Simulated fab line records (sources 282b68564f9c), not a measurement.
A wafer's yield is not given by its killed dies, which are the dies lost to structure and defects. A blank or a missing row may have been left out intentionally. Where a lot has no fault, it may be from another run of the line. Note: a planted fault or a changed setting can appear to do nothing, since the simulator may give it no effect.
Which of the tools did it?    flow rit_cmos    16 lots, 48 wafers sampled, at 2 steps of a route of 202

== WHAT EACH GAUGE READ, for each wafer ==
RIT_SDANNEAL_RS_MEAS_05: uses a four-point probe to measure.
lot   measured     on             NSD_RS (ohm/sq)
L303  day 3 09:59  film_metro-04  84.68 84.47 84.58
L305  day 3 17:45  film_metro-01  84.96 84.69 84.56
L306  day 3 20:21  film_metro-04  84.77 84.85 84.81
L307  day 4 09:04  film_metro-04  84.44 84.47 84.56
L308  day 4 09:40  film_metro-02  84.58 84.49 84.50
L310  day 4 23:28  film_metro-04  84.35 84.37 84.62
L312  day 5 06:30  film_metro-04  84.56 84.49 84.15
L313  day 5 10:17  film_metro-01  84.10 84.17 84.10
L314  day 5 20:07  film_metro-01  84.47 84.54 84.21
L315  day 5 22:10  film_metro-04  84.53 84.39 84.40
L316  day 5 23:12  film_metro-04  84.23 84.52 84.46
L317  day 6 12:22  film_metro-02  84.71 84.63 84.67
L319  day 7 03:16  film_metro-01  127.11 127.27 126.76
L320  day 7 08:13  film_metro-02  126.74 126.49 126.56
L321  day 7 13:40  film_metro-04  126.64 126.89 127.02
L322  day 7 20:42  film_metro-04  126.52 126.95 127.03

== WHAT TOOL EACH LOT RAN ON (gives the tool, then ch and the chambers of the sampled wafers, and finally the start) ==
lot   RIT_NSD_IMPLANT_08
L303  implanter-02 ch 0, day 3 07:29
L305  implanter-01 ch 0, day 3 15:24
L306  implanter-01 ch 0, day 3 17:49
L307  implanter-01 ch 0, day 4 06:18
L308  implanter-04 ch 0, day 4 06:53
L310  implanter-02 ch 0, day 4 20:53
L312  implanter-04 ch 0, day 5 04:00
L313  implanter-04 ch 0, day 5 07:56
L314  implanter-04 ch 0, day 5 17:46
L315  implanter-02 ch 0, day 5 19:49
L316  implanter-01 ch 0, day 5 20:50
L317  implanter-01 ch 0, day 6 09:32
L319  implanter-01 ch 0, day 7 00:56
L320  implanter-04 ch 0, day 7 05:44
L321  implanter-04 ch 0, day 7 10:33
L322  implanter-01 ch 0, day 7 18:13
- RIT_NSD_IMPLANT_08

== WHAT THE TOOLS THEMSELVES READ (means of the sampled wafers that have a number; where no wafer has one, the mark that the record gives instead) ==
RIT_NSD_IMPLANT_08.
lot   tool          beam_energy_keV
L303  implanter-02  24.998
L305  implanter-01  25.004
L306  implanter-01  25.013
L307  implanter-01  25.006
L308  implanter-04  25.009
L310  implanter-02  25.006
L312  implanter-04  24.998
L313  implanter-04  24.995
L314  implanter-04  25.005
L315  implanter-02  24.992
L316  implanter-01  25.001
L317  implanter-01  24.993
L319  implanter-01  25.004
L320  implanter-04  24.995
L321  implanter-04  24.998
L322  implanter-01  24.993

== THE ANSWER, worked out from the rows above alone ==
Rule: what is usual is taken from the lots themselves. Put in order of their means at a reading, lots are off if they are a third of the lots or fewer, leave a main group of 4 or more, and stand apart from it by a gap of 3 or more times the standard deviation of the main group's means; of several such gaps the widest counts. A main group is skipped when, at the precision printed for the reading in the tables above, its means are all equal. Also off: a lot with no number at a reading for which 4 or more lots have one. All remaining lots with rows at the step are treated as sound. First the gauges in route order, then the tools' own readings, where a lot's mean is used as printed above. The first step at which some lot is off is used, and at that step the reading that is off furthest; a lot without a number counts as furthest.
Off: L319, L320, L321, L322, at RIT_SDANNEAL_RS_MEAS_05 (NSD_RS). Mean 84.50 ohm/sq and standard deviation 0.17 in the main group.
A tool fits if, at a process step before that reading, it ran every lot that is off, and no sound lot after the first of them. The gauges at RIT_SDANNEAL_RS_MEAS_05 are tried like those tools. Not one of the candidates tried fits.

== WHAT THE SIMULATOR PUT IN ==
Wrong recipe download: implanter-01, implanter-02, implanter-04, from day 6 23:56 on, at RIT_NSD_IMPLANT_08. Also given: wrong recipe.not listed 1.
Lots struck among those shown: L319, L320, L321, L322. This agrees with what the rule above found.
